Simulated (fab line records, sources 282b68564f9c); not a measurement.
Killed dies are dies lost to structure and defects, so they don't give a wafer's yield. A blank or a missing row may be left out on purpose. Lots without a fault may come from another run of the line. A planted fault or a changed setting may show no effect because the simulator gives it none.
Split-lot experiment | flow rit_cmos | 5 lots, 23 wafers read, on a route of 202 steps

THE SPLIT
At RIT_SPACER_CVD_03 (deposits Si3N4 from SiH2Cl2/NH3, target thk 250 nm, time 3300 s), the setting pressure_mtorr was moved away from the recipe's 300 mTorr on 20 of the 23 wafers read, by -13.2% to +7.4%. The other wafers ran this setting at the recipe's value.

The file shows no step between the split and the reading.

THE READING
SPACER_NITRIDE_THK, in nm, at RIT_SPACER_THK_MEAS_04. Fault-free wafers of this fab line usually give 251.0 nm, standard deviation 1.7 nm.

wafer  | tool, chamber at the split | pressure_mtorr as run, mTorr | against the recipe | SPACER_NITRIDE_THK, nm | against lot-mates on the recipe
L076.1 | -, -                       | 322.2                        | +7.4%              | 256.9                  | no lot-mate on the recipe
L076.2 | -, -                       | 322.2                        | +7.4%              | 257.0                  | no lot-mate on the recipe
L076.3 | -, -                       | 322.2                        | +7.4%              | 254.9                  | no lot-mate on the recipe
L076.4 | -, -                       | 322.2                        | +7.4%              | 255.7                  | no lot-mate on the recipe
L076.6 | -, -                       | 322.2                        | +7.4%              | 256.2                  | no lot-mate on the recipe
L077.1 | -, -                       | 320.8                        | +6.9%              | 258.4                  | no lot-mate on the recipe
L077.2 | -, -                       | 320.8                        | +6.9%              | 255.9                  | no lot-mate on the recipe
L077.3 | -, -                       | 320.8                        | +6.9%              | 258.0                  | no lot-mate on the recipe
L077.4 | -, -                       | 320.8                        | +6.9%              | 257.0                  | no lot-mate on the recipe
L077.6 | -, -                       | 320.8                        | +6.9%              | 257.2                  | no lot-mate on the recipe
L078.1 | -, -                       | 263.8                        | -12.1%             | 238.4                  | no lot-mate on the recipe
L078.2 | -, -                       | 263.8                        | -12.1%             | 239.4                  | no lot-mate on the recipe
L078.3 | -, -                       | 263.8                        | -12.1%             | 237.6                  | no lot-mate on the recipe
L078.5 | -, -                       | 263.8                        | -12.1%             | 238.4                  | no lot-mate on the recipe
L078.6 | -, -                       | 263.8                        | -12.1%             | 238.2                  | no lot-mate on the recipe
L082.2 | -, -                       | 260.4                        | -13.2%             | 240.4                  | no lot-mate on the recipe
L082.3 | -, -                       | 260.4                        | -13.2%             | 243.2                  | no lot-mate on the recipe
L082.4 | -, -                       | 260.4                        | -13.2%             | 241.3                  | no lot-mate on the recipe
L082.5 | -, -                       | 260.4                        | -13.2%             | 240.9                  | no lot-mate on the recipe
L082.6 | -, -                       | 260.4                        | -13.2%             | 243.9                  | no lot-mate on the recipe
L084.1 | lpcvd-02, 0                | 300                          | recipe             | 251.6                  | -
L084.2 | lpcvd-02, 0                | 300                          | recipe             | 251.3                  | -
L084.5 | lpcvd-02, 0                | 300                          | recipe             | 253.4                  | -

THE FIT
A straight line over all 23 wafers: SPACER_NITRIDE_THK changes by +0.833 nm for each +1% of pressure_mtorr; r = +0.97; the points scatter about the line by 2 nm.
Too few moved wafers have a lot-mate on the recipe to fit a line with each lot's own level taken away.

THE WHOLE CHAIN: every reading that the file lists as answering this split, in the file's order
step                   | what it does                                                             | reading                                                                        | change (the file's fit)               | r (the file's)
RIT_SPACER_CVD_03      | deposits Si3N4 from SiH2Cl2/NH3, target thk 250 nm, time 3300 s          | Si3N4_of_SPACER_CVD_03.thk_nm (the simulator's own value, which no gauge read) | +0.834 nm for each +1% of the setting | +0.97
RIT_SPACER_THK_MEAS_04 |                                                                          | SPACER_NITRIDE_THK                                                             | +0.833 for each +1% of the setting    | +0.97
RIT_SPACER_ETCHBACK_05 | etches Si3N4 in SF6/CHF3, stops on SiO2, target depth 250 nm, time 240 s | poly-Si_of_GATE_CVD_08.thk_nm (the simulator's own value, which no gauge read) | -6.19 nm for each +1% of the setting  | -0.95
RIT_SPACER_ETCHBACK_05 | etches Si3N4 in SF6/CHF3, stops on SiO2, target depth 250 nm, time 240 s | etch.depth_nm (the simulator's own value, which no gauge read)                 | +0.858 nm for each +1% of the setting | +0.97

THE FILE'S OWN FIT
SPACER_NITRIDE_THK changes by +0.833 nm for each +1% of pressure_mtorr, r = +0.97.
